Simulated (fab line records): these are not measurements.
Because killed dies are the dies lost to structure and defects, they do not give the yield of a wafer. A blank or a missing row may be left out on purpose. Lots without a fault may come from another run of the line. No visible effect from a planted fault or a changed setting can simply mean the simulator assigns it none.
Matching of chambers -- flow berkeleyCmos170 -- 4 sister chambers for UCB170_M1_ETCH_11 on rieDiel-04
The step etches BARC in N2/H2. 4 wafers are shown with their chamber, then 9 later ones without.

== WAFERS WITH THEIR CHAMBER ==
wafer,chamber,throttleValvePct (%)
L463.1,0,12.82
L473.2,1,13.24
L473.3,3,13.34
L473.4,2,13.37

== WAFERS WITHOUT THEIR CHAMBER ==
wafer,throttleValvePct (%)
L475.3,12.85
L475.4,13.24
L475.5,13.32
L478.1,12.83
L478.4,13.35
L478.5,13.25
L477.1,12.82
L477.4,13.36
L477.5,13.24

== EACH ONE'S CHAMBER ==
wafer,from the rows above,in truth
L475.3,0,0
L475.4,1,1
L475.5,3,3
L478.1,0,0
L478.4,can't be placed: 3 or 2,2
L478.5,1,1
L477.1,0,0
L477.4,can't be placed: 2 or 3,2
L477.5,1,1
Placed correctly: 7 of 9. From these rows, 2 cannot be placed; in 2 the true chamber is one of the candidates. Wrongly placed: 0.
How it was worked out, from the rows above alone: a wafer's distance from a chamber is the root of the sum, over the readings, of the square of ((its reading less the chamber's mean) divided by the reading's scatter). If the next closest chamber is less than 2 further off than the closest, the wafer can't be placed; otherwise it belongs to the closest. A chamber's mean is the mean of its shown wafers. The scatter (one wafer shown for each chamber): square how far every hidden wafer sits from the nearest shown wafer, average those squares and take the square root.
